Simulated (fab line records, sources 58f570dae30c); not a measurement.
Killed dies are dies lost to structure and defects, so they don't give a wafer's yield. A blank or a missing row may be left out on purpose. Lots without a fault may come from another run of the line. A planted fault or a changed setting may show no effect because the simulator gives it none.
Which tool did it? | flow berkeley_cmos170 | 15 lots, 45 wafers sampled, at 4 steps of a route of 331

WHAT THE GAUGES READ, wafer by wafer
UCB170_GATE_THK_MEAS_05.
lot  | measured     | on            | GATE_POLY_THK (nm)
L692 | day 7 06:27  | film_metro-02 | 211.4 213.4 212.6
L694 | day 7 17:53  | film_metro-04 | 210.5 210.7 210.9
L693 | day 7 17:53  | film_metro-03 | 212.6 211.8 211.6
L695 | day 7 17:54  | film_metro-02 | 218.5 215.2 216.1
L696 | day 8 07:30  | film_metro-02 | 211.3 212.2 213.1
L697 | day 8 07:30  | film_metro-03 | 213.6 215.4 215.3
L698 | day 8 07:31  | film_metro-04 | 214.4 213.0 216.0
L699 | day 8 07:34  | film_metro-02 | 216.8 215.8 215.1
L701 | day 9 04:19  | film_metro-03 | 214.2 214.5 213.4
L703 | day 9 04:31  | film_metro-03 | 212.5 212.8 212.1
L702 | day 9 04:22  | film_metro-03 | 215.5 214.7 213.9
L700 | day 9 04:26  | film_metro-03 | 218.4 216.6 216.6
L704 | day 9 04:25  | film_metro-04 | 215.4 215.5 215.7
L712 | day 11 08:37 | film_metro-03 | 216.2 215.0 214.2
L715 | day 11 19:17 | film_metro-02 | 215.2 213.9 213.9

UCB170_PLDD_OVL_MEAS_07.
lot  | measured     | on         | PLDD_OVL (nm)
L692 | day 7 10:48  | overlay-02 | 6 4 2
L694 | day 7 21:54  | overlay-02 | 0 -1 -7
L693 | day 7 21:21  | overlay-02 | 1 0 2
L695 | day 7 21:55  | overlay-01 | 10 0 -4
L696 | day 8 13:10  | overlay-01 | -3 -3 0
L697 | day 8 13:43  | overlay-01 | 2 -6 -1
L698 | day 8 13:27  | overlay-02 | -1 2 0
L699 | day 8 13:45  | overlay-02 | 2 -4 -5
L701 | day 9 09:02  | overlay-02 | -4 -4 -7
L704 | day 9 09:28  | overlay-02 | 2 0 0
L712 | day 11 12:20 | overlay-01 | -3 4 -5
L715 | day 11 23:38 | overlay-02 | -7 -5 -6

WHICH TOOL RAN EACH LOT (tool, then ch and the chambers of the sampled wafers, then the start)
lot  | UCB170_NVT_STRIP_08                  | UCB170_GATE_ETCH_15
L692 | plasma_asher-01 ch 0,1, day 6 14:37  | rie_si-01 ch 1,2, day 7 09:05
L694 | plasma_asher-01 ch 1, day 7 03:18    | rie_si-01 ch 0,2, day 7 19:51
L693 | plasma_asher-03 ch 0,1, day 7 03:38  | rie_si-02 ch 1,2, day 7 19:40
L695 | plasma_asher-04 ch 0, day 7 03:41    | rie_si-02 ch 1,2, day 7 19:56
L696 | plasma_asher-01 ch 0,1, day 7 12:45  | rie_si-01 ch 2,3, day 8 08:35
L697 | plasma_asher-03 ch 0,1, day 7 13:02  | rie_si-01 ch 0,1,2, day 8 09:12
L698 | plasma_asher-03 ch 0,1, day 7 20:27  | rie_si-02 ch 0,1,3, day 8 08:55
L699 | plasma_asher-01 ch 0, day 7 20:40    | rie_si-02 ch 0,2,3, day 8 09:45
L701 | plasma_asher-04 ch 0,1, day 8 13:53  | rie_si-01 ch 1,2,3, day 9 06:38
L703 | plasma_asher-03 ch 0,1, day 8 14:07  | rie_si-02 ch 1,2, day 9 07:11
L702 | plasma_asher-04 ch 0,1, day 8 14:12  | rie_si-02 ch 0,2,3, day 9 06:45
L700 | plasma_asher-03 ch 0,1, day 8 14:22  | rie_si-02 ch 0,1,3, day 9 06:57
L704 | plasma_asher-01 ch 0,1, day 8 14:43  | rie_si-01 ch 0,1,3, day 9 06:55
L712 | plasma_asher-03 ch 0,1, day 10 11:58 | rie_si-01 ch 0,3, day 11 10:00
L715 | plasma_asher-03 ch 0,1, day 11 07:10 | rie_si-01 ch 0,1,2, day 11 21:27
- UCB170_NVT_STRIP_08: strips in O2.
- UCB170_GATE_ETCH_15: etches poly-Si in HBr/Cl2, stops on SiO2, time 56.3 s, target depth 278.2 nm.

WHAT THE TOOLS THEMSELVES READ (means of the sampled wafers that have a number; where no wafer has one, the mark that the record gives instead)
UCB170_NVT_STRIP_08.
lot  | tool            | drypump_motor_current_A (A) | oes_product_au (a.u.) | strip_time_to_endpoint_s (s)
L692 | plasma_asher-01 | 5.31                        | 0.733                 | 21.59
L694 | plasma_asher-01 | 5.83                        | 0.737                 | 21.61
L693 | plasma_asher-03 | 5.59                        | 0.736                 | 21.60
L695 | plasma_asher-04 | 5.30                        | 0.737                 | 21.49
L696 | plasma_asher-01 | 5.32                        | 0.733                 | 21.60
L697 | plasma_asher-03 | 5.61                        | 0.738                 | 21.62
L698 | plasma_asher-03 | 5.60                        | 0.733                 | 21.53
L699 | plasma_asher-01 | 5.05                        | 0.736                 | 21.63
L701 | plasma_asher-04 | 5.51                        | 0.733                 | 21.51
L703 | plasma_asher-03 | 5.59                        | 0.737                 | 21.56
L702 | plasma_asher-04 | 5.54                        | 0.734                 | 21.60
L700 | plasma_asher-03 | 5.60                        | 0.737                 | 21.60
L704 | plasma_asher-01 | 5.30                        | 0.739                 | 21.59
L712 | plasma_asher-03 | 5.61                        | 0.734                 | 21.54
L715 | plasma_asher-03 | 5.60                        | 0.736                 | 21.65

UCB170_GATE_ETCH_15.
lot  | tool      | drypump_motor_current_A (A) | oes_product_au (a.u.) | run_length_s (s) | throttle_valve_pct (%)
L692 | rie_si-01 | 6.2                         | 0.825                 | 84.1             | 26.24
L694 | rie_si-01 | 6.0                         | 0.814                 | 84.6             | 26.23
L693 | rie_si-02 | 5.8                         | 0.825                 | 85.0             | 26.42
L695 | rie_si-02 | 5.8                         | 0.842                 | 85.1             | 26.44
L696 | rie_si-01 | 5.2                         | 0.839                 | 84.0             | 26.69
L697 | rie_si-01 | 5.8                         | 0.822                 | 84.5             | 26.21
L698 | rie_si-02 | 5.8                         | 0.825                 | 84.9             | 26.68
L699 | rie_si-02 | 5.8                         | 0.839                 | 84.7             | 26.55
L701 | rie_si-01 | 5.6                         | 0.833                 | 84.1             | 26.47
L703 | rie_si-02 | 5.9                         | 0.994                 | 62.5             | 26.56
L702 | rie_si-02 | 5.8                         | 1.002                 | 62.1             | 26.56
L700 | rie_si-02 | 5.8                         | 1.006                 | 62.3             | 26.68
L704 | rie_si-01 | 5.2                         | 0.829                 | 84.4             | 26.44
L712 | rie_si-01 | 5.0                         | 0.821                 | 84.5             | 26.42
L715 | rie_si-01 | 5.8                         | 0.816                 | 84.6             | 26.22

THE ANSWER, worked out from the rows above alone
Rule: what is usual is taken from the lots themselves. Put in order of their means at a reading, lots are off if they are a third of the lots or fewer, leave a main group of 4 or more, and stand apart from it by a gap of 3 or more times the standard deviation of the main group's means; of several such gaps the widest counts. A main group whose means are all the same, to the digits that the tables above print for the reading, isn't used. A lot without any number at a reading at which 4 lots or more have one is off too. The other lots that the step has rows for count as sound. The gauges are gone through in route order, then the tools' own readings, and for those a lot's mean is taken as printed above. The first step at which some lot is off is used, and at that step the reading that is off furthest; a lot without a number counts as furthest.
Off: L703, L702, L700, at UCB170_GATE_ETCH_15 (run_length_s). The main group: mean 84.5 s, standard deviation 0.34.
A tool fits if, at that step or a process step before it, it ran every lot that is off, and no sound lot after the first of them. One fits: rie_si-02 at UCB170_GATE_ETCH_15. Its last sound lot is L699 (day 8 09:45), its first lot that is off L702 (day 9 06:45): a fault that began between those two fits.
The tool's own readings at UCB170_GATE_ETCH_15 bear it out: on the lots that are off they differ by more than 5 times the standard deviation of the sound lots' means. oes_product_au reads 1.001 a.u. there against 0.827 a.u. on the sound lots; run_length_s reads 62.3 s there against 84.5 s on the sound lots.

WHAT THE SIMULATOR HAD PUT IN
Process parameter drift: rie_si-02, from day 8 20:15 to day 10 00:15, at UCB170_GATE_ETCH_15. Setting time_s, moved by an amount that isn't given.
Lots struck among those shown: L702, L700, L703. The rule above found the same.
